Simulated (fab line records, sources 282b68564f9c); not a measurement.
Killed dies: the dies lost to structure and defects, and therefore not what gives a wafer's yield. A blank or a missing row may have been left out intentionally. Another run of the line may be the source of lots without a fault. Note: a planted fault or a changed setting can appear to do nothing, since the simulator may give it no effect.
Which tool did it?	flow rit cmos	42 wafers sampled from 14 lots at 1 step of a route of 202

WHAT EACH GAUGE READ, for each wafer
The record holds no reading of a measuring or inspecting step that can be judged against a usual standard deviation.

TOOL THAT RAN EACH LOT (tool first, then ch and the chambers of the sampled wafers, then the start)
lot	RIT_PLDD_COAT_01
L169	litho track-01 ch 0, day 2 21:23
L170	litho track-01 ch 0, day 3 04:08
L171	litho track-02 ch 0, day 3 06:29
L172	litho track-02 ch 0, day 3 13:45
L173	litho track-02 ch 0, day 3 17:53
L175	litho track-04 ch 0, day 4 00:52
L178	litho track-01 ch 0, day 4 17:42
L179	litho track-01 ch 0, day 5 01:11
L180	litho track-04 ch 0, day 5 01:52
L184	litho track-04 ch 0, day 5 20:10
L186	litho track-04 ch 0, day 6 07:01
L189	litho track-02 ch 0, day 6 22:30
L190	litho track-01 ch 0, day 7 05:32
L192	litho track-02 ch 0, day 7 18:31
- RIT_PLDD_COAT_01: resist thk 1000 nm.

AS READ BY THE TOOLS THEMSELVES (means over the sampled wafers that have a number; for cases with no such wafer, the mark the record gives instead)
RIT_PLDD_COAT_01.
lot	tool	spin speed rpm (rpm)
L169	litho track-01	3249.2
L170	litho track-01	3252.5
L171	litho track-02	3249.4
L172	litho track-02	3249.3
L173	litho track-02	3252.2
L175	litho track-04	3248.9
L178	litho track-01	3248.2
L179	litho track-01	3249.7
L180	litho track-04	3251.9
L184	litho track-04	3367.3
L186	litho track-04	3366.2
L189	litho track-02	3251.8
L190	litho track-01	3251.3
L192	litho track-02	3249.0

THE ANSWER, worked out from the rows above alone
Rule: the usual values come from the lots themselves. Put in order of their means at a reading, lots are off if they are a third of the lots or fewer, leave a main group of 4 or more, and stand apart from it by a gap of 3 or more times the standard deviation of the main group's means; of several such gaps the widest counts. If all means in a main group match to the digits the tables above print for the reading, that group is not used. A lot without any number at a reading at which 4 lots or more have one is off too. Any other lot the step has rows for is counted as sound. The gauges are gone through in route order, then the tools' own readings, and for those a lot's mean is taken as printed above. At the first step where some lot is off, the reading lying furthest off is the one used; lots without a number count as furthest.
Off: L184, L186 (RIT_PLDD_COAT_01, spin speed rpm). Mean 3250.3 rpm and standard deviation 1.5 in the main group.
A tool fits if, at that step or a process step before it, it ran every lot that is off, and no sound lot after the first of them. One candidate fits, namely litho track-04 at RIT_PLDD_COAT_01. Its last sound lot is L180 (day 5 01:52), its first lot that is off L184 (day 5 20:10): a fault that began between those two fits.
On the lots that are off, the tool's own readings at RIT_PLDD_COAT_01 differ by more than 5 times the standard deviation of the sound lots' means, which bears it out; spin speed rpm reads 3366.8 rpm there versus 3250.3 rpm on the sound lots.

WHAT THE SIMULATOR PUT IN
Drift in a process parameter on litho track-04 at RIT_PLDD_COAT_01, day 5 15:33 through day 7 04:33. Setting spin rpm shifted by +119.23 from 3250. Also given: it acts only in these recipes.
Struck lots among those shown: L184, L186. This agrees with what the rule above found.
